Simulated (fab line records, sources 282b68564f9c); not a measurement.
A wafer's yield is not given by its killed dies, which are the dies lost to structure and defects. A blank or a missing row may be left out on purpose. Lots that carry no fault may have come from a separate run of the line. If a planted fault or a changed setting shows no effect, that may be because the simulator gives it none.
The tool behind it: which one? :: flow rit cmos :: route of 202 steps, sampled at 1 step: 14 lots, 42 wafers

WHAT THE GAUGES SHOWED, per wafer
Not one reading of a measure or inspect step in the record can be checked against a usual standard deviation.

EACH LOT AND THE TOOL THAT RAN IT (in order: tool; ch and the chambers of the sampled wafers; start)
lot: L656
RIT_CONTACT_ETCH_11: rie diel-03 ch 1,2, day 3 07:10

lot: L657
RIT_CONTACT_ETCH_11: rie diel-01 ch 0,2,3, day 3 16:04

lot: L658
RIT_CONTACT_ETCH_11: rie diel-02 ch 1,2,3, day 3 20:18

lot: L659
RIT_CONTACT_ETCH_11: rie diel-03 ch 1,2, day 4 01:42

lot: L660
RIT_CONTACT_ETCH_11: rie diel-01 ch 0,1,2, day 4 04:08

lot: L661
RIT_CONTACT_ETCH_11: rie diel-03 ch 0,3, day 4 09:31

lot: L662
RIT_CONTACT_ETCH_11: rie diel-01 ch 0,1,2, day 4 15:57

lot: L663
RIT_CONTACT_ETCH_11: rie diel-03 ch 0,2,3, day 5 02:29

lot: L667
RIT_CONTACT_ETCH_11: rie diel-02 ch 1,2,3, day 5 18:28

lot: L668
RIT_CONTACT_ETCH_11: rie diel-01 ch 0,2,3, day 5 21:23

lot: L669
RIT_CONTACT_ETCH_11: rie diel-01 ch 0,3, day 6 02:16

lot: L670
RIT_CONTACT_ETCH_11: rie diel-02 ch 0,1,2, day 6 07:15

lot: L673
RIT_CONTACT_ETCH_11: rie diel-02 ch 1,2,3, day 6 22:05

lot: L676
RIT_CONTACT_ETCH_11: rie diel-03 ch 0,3, day 7 14:37
- RIT_CONTACT_ETCH_11: etches SiO2 in CHF3/CF4/Ar, stops on TiSi2, target depth 480 nm, time 320 s.

WHAT THE TOOLS THEMSELVES READ (means of the sampled wafers that have a number; where no wafer has one, the mark that the record gives instead)
RIT_CONTACT_ETCH_11. Usual: drypump motor current A 5.8 A, standard deviation 0.36; oes product au 0.995 a.u., standard deviation 0.016; run length s 348.3 s, standard deviation 0.46; throttle valve pct 8.90 %, standard deviation 0.1.
lot: L656
tool: rie diel-03
drypump motor current A (A): 5.6
oes product au (a.u.): 0.969
run length s (s): 348.3
throttle valve pct (%): 8.72
flag: 

lot: L657
tool: rie diel-01
drypump motor current A (A): 5.8
oes product au (a.u.): 1.002
run length s (s): 348.3
throttle valve pct (%): 8.97
flag: 

lot: L658
tool: rie diel-02
drypump motor current A (A): 5.6
oes product au (a.u.): 0.993
run length s (s): 348.4
throttle valve pct (%): 8.95
flag: 

lot: L659
tool: rie diel-03
drypump motor current A (A): 5.6
oes product au (a.u.): 0.968
run length s (s): 348.0
throttle valve pct (%): 8.72
flag: 

lot: L660
tool: rie diel-01
drypump motor current A (A): 6.1
oes product au (a.u.): 0.998
run length s (s): 348.4
throttle valve pct (%): 8.93
flag: 

lot: L661
tool: rie diel-03
drypump motor current A (A): 5.8
oes product au (a.u.): 0.991
run length s (s): 348.2
throttle valve pct (%): 8.85
flag: 

lot: L662
tool: rie diel-01
drypump motor current A (A): 6.0
oes product au (a.u.): 1.000
run length s (s): 348.3
throttle valve pct (%): 8.93
flag: 

lot: L663
tool: rie diel-03
drypump motor current A (A): 5.8
oes product au (a.u.): 0.990
run length s (s): 347.8
throttle valve pct (%): 8.83
flag: 

lot: L667
tool: rie diel-02
drypump motor current A (A): 5.6
oes product au (a.u.): 0.992
run length s (s): 348.0
throttle valve pct (%): 8.95
flag: 

lot: L668
tool: rie diel-01
drypump motor current A (A): 5.8
oes product au (a.u.): 1.002
run length s (s): 367.6
throttle valve pct (%): 8.97
flag: OFF

lot: L669
tool: rie diel-01
drypump motor current A (A): 5.5
oes product au (a.u.): 1.003
run length s (s): 367.6
throttle valve pct (%): 8.90
flag: OFF

lot: L670
tool: rie diel-02
drypump motor current A (A): 5.9
oes product au (a.u.): 0.981
run length s (s): 348.3
throttle valve pct (%): 8.96
flag: 

lot: L673
tool: rie diel-02
drypump motor current A (A): 5.6
oes product au (a.u.): 0.993
run length s (s): 348.2
throttle valve pct (%): 8.95
flag: 

lot: L676
tool: rie diel-03
drypump motor current A (A): 5.8
oes product au (a.u.): 0.995
run length s (s): 347.9
throttle valve pct (%): 8.84
flag: 

THE ANSWER, worked out from the rows above alone
Rule: a lot is off if the mean of its wafers that have a number lies more than 3 standard deviations from the usual mean. Also off: a lot with no number at a reading for which 4 or more lots have one. All remaining lots with rows at the step are treated as sound. The gauges are gone through in route order, then the tools' own readings, and for those a lot's mean is taken as printed above. The first step at which some lot is off is used, and at that step the reading that is off furthest; a lot without a number counts as furthest.
Off at RIT_CONTACT_ETCH_11 (run length s): L668, L669.
If a tool, at that step or one of the process steps before it, ran each lot that is off and ran no sound lot following the first of them, it fits. One fits: rie diel-01 at RIT_CONTACT_ETCH_11. A fault onset in the window from L662 (day 4 15:57, its last sound lot) to L668 (day 5 21:23, its first lot off) fits.
The tool's own readings at RIT_CONTACT_ETCH_11 bear it out: on the lots that are off they differ by more than 5 times the standard deviation of the sound lots' means. run length s reads 367.6 s there against 348.2 s on the sound lots.

WHAT THE SIMULATOR HAD PUT IN
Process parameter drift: rie diel-01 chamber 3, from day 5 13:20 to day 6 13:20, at RIT_CONTACT_ETCH_11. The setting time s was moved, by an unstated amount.
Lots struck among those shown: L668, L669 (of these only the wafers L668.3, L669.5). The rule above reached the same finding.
